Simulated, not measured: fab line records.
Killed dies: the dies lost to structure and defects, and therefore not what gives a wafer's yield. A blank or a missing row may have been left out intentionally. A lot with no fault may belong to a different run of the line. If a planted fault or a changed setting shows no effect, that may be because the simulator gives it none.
2 desks looking at one fault ; flow ritCmos ; each desk has only its own numbers; what lay behind them comes last

== FROM THE METROLOGY DESK ==
Lot by lot, what the gauges showed, no matter which tool ran the lot: averages of those sampled wafers that carry a number. Any lot whose mean is over 4 standard deviations away from the usual mean is out of limits and marked OUT; that distance is given in the brackets.
Columns: A = PSD_RS at RIT_SDANNEAL_RS_MEAS_04, usual 115.96 ohm/sq
lot;first seen here;A
L251;day 3 07:02;115.63
L253;day 3 12:26;115.88
L254;day 3 18:41;115.96
L255;day 3 22:19;116.06
L257;day 4 07:52;116.02
L258;day 4 12:13;116.51
L259;day 4 17:59;115.83
L260;day 5 00:34;115.64
L262;day 5 08:18;116.29
L264;day 5 18:56;110.07 (-21) OUT
L265;day 6 01:34;116.01
L268;day 6 16:50;110.36 (-20) OUT
L270;day 7 02:02;115.86
L272;day 7 09:55;116.03
This desk's result: L264, L268 out of limits, first on L264 (PSD_RS at RIT_SDANNEAL_RS_MEAS_04), day 5 18:56. Within limits: L251, L253, L254, L255, L257, L258, L259, L260, L262, L265, L270, L272.

== TOOL OWNER'S DESK, implanter-02 ==
The tool's own readings at RIT_PSD_IMPLANT_08, given as means over the sampled wafers that have a number, one for each lot that went through this tool. Any lot whose mean is over 4 standard deviations away from the usual mean is out of limits and marked OUT; that distance is given in the brackets.
Columns: A = beamOnS at RIT_PSD_IMPLANT_08, usual 12.60 s; B = doseIonsCm2 at RIT_PSD_IMPLANT_08, usual 5e+15
lot;first seen here;A;B
L259;day 4 17:11;13.06;5e+15
L262;day 5 07:28;12.74;5e+15
L264;day 5 18:06;20.46 (+27) OUT;8e+15 (+99 or more) OUT
L268;day 6 15:57;20.40 (+27) OUT;8e+15 (+99 or more) OUT
Finding of this desk: L264, L268 out of limits; the first was L264 at day 5 18:06, on beamOnS at RIT_PSD_IMPLANT_08. Within limits: L259, L262.

== PUT TOGETHER ==
At day 5 18:06, on L264, L268, the tool owner's desk was in a position to raise an alarm.
Metrology desk: alarm possible at day 5 18:56 on L264, L268.
Of the lots named, all ran RIT_PSD_IMPLANT_08 on implanter-02.

== WHAT THE SIMULATOR HAD INSERTED ==
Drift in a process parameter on implanter-02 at RIT_PSD_IMPLANT_08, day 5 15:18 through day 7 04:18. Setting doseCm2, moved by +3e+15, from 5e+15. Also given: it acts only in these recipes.
Lots struck among those shown: L264, L268.
Time in hours from fault onset to the first out-of-limits reading at each desk: tool owner's desk 3, metrology desk 4.
